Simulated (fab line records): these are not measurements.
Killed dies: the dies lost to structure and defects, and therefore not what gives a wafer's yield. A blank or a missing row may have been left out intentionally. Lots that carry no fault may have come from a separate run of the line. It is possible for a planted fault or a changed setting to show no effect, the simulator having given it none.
One fault through the eyes of 2 desks | flow berkeley-cmos170 | every desk sees just its own numbers, and what lay behind them comes last

TOOL OWNER'S DESK, lpcvd-02
The tool's own readings at UCB170_NWELL_CVD_04 (deposits Si3N4 from SiH2Cl2/NH3, target thk 224 nm, time 3360 s): means of the sampled wafers that have a number, for each lot that ran on this tool. A lot is out of limits, marked OUT, if its mean lies more than 4 standard deviations from the usual mean; the brackets give that distance.
Columns: A = nh3-flow-sccm at UCB170_NWELL_CVD_04, usual 75.05 sccm
lot  | first seen here | A
L826 | day 2 06:38     | 75.05
L828 | day 2 20:02     | 74.97
L833 | day 3 17:07     | 74.96
L835 | day 3 22:28     | 112.58 (+99 or more) OUT
L839 | day 4 21:52     | 112.63 (+99 or more) OUT
L849 | day 7 02:01     | 75.00
Finding of this desk: L835, L839 out of limits; the first was L835 at day 3 22:28, on nh3-flow-sccm at UCB170_NWELL_CVD_04. In limits: L826, L828, L833, L849.

FROM THE METROLOGY DESK
Means of the sampled wafers that have a number, per lot and without regard to the tool the lot ran on: this is what the gauges read. A lot is out of limits, marked OUT, if its mean lies more than 4 standard deviations from the usual mean; the brackets give that distance.
Columns: A = NWELL_NITRIDE_THK at UCB170_NWELL_THK_MEAS_05, usual 224.6 nm; B = PWELL_OXIDE_THK at UCB170_PWELL_THK_MEAS_03, usual 26.4 nm; C = ACTIVE_OVL at UCB170_ACTIVE_OVL_MEAS_14, usual 0 nm
lot  | first seen here | A               | B    | C
L826 | day 2 08:35     | 226.1           | 27.0 | -3
L827 | day 2 17:08     | 225.7           | 26.0 | 5
L828 | day 2 21:58     | 222.7           | 26.7 | -2
L829 | day 3 03:08     | 226.2           | 27.0 | -4
L830 | day 3 03:09     | 221.8           | 26.5 | -3
L833 | day 3 19:03     | 222.7           | 26.8 | 1
L835 | day 4 00:27     | 309.2 (+37) OUT | -    | -
L836 | day 4 03:17     | 224.0           | 25.6 | 1
L839 | day 4 23:48     | 307.7 (+36) OUT | -    | -
L841 | day 5 06:35     | 227.8           | 26.1 | -8
L843 | day 5 20:07     | 228.9           | 25.3 | 2
L846 | day 6 16:49     | 227.2           | 25.8 | 5
L847 | day 6 19:41     | 227.3           | 26.5 | -2
L849 | day 7 04:56     | 221.9           | 26.8 | -4
This desk's finding: out of limits on L835, L839; first on L835, day 4 00:27 (NWELL_NITRIDE_THK at UCB170_NWELL_THK_MEAS_05). In limits: L826, L827, L828, L829, L830, L833, L836, L841, L843, L846, L847, L849.

PUT TOGETHER
An alarm could have come from the tool owner's desk at day 3 22:28, on L835, L839.
On L835, L839, the metrology desk was in a position to raise an alarm at day 4 00:27.
Of the lots named, all ran UCB170_NWELL_CVD_04 on lpcvd-02.

WHAT HAD BEEN PUT IN BY THE SIMULATOR
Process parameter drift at UCB170_NWELL_CVD_04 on lpcvd-02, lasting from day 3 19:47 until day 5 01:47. Setting nh3-flow-sccm shifted by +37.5 from 75. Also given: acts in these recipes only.
Struck lots among those shown: L835, L839.
Delay (hours) between the fault's onset and each desk's first out-of-limits reading: 3 at the tool owner's desk, 5 at the metrology desk.
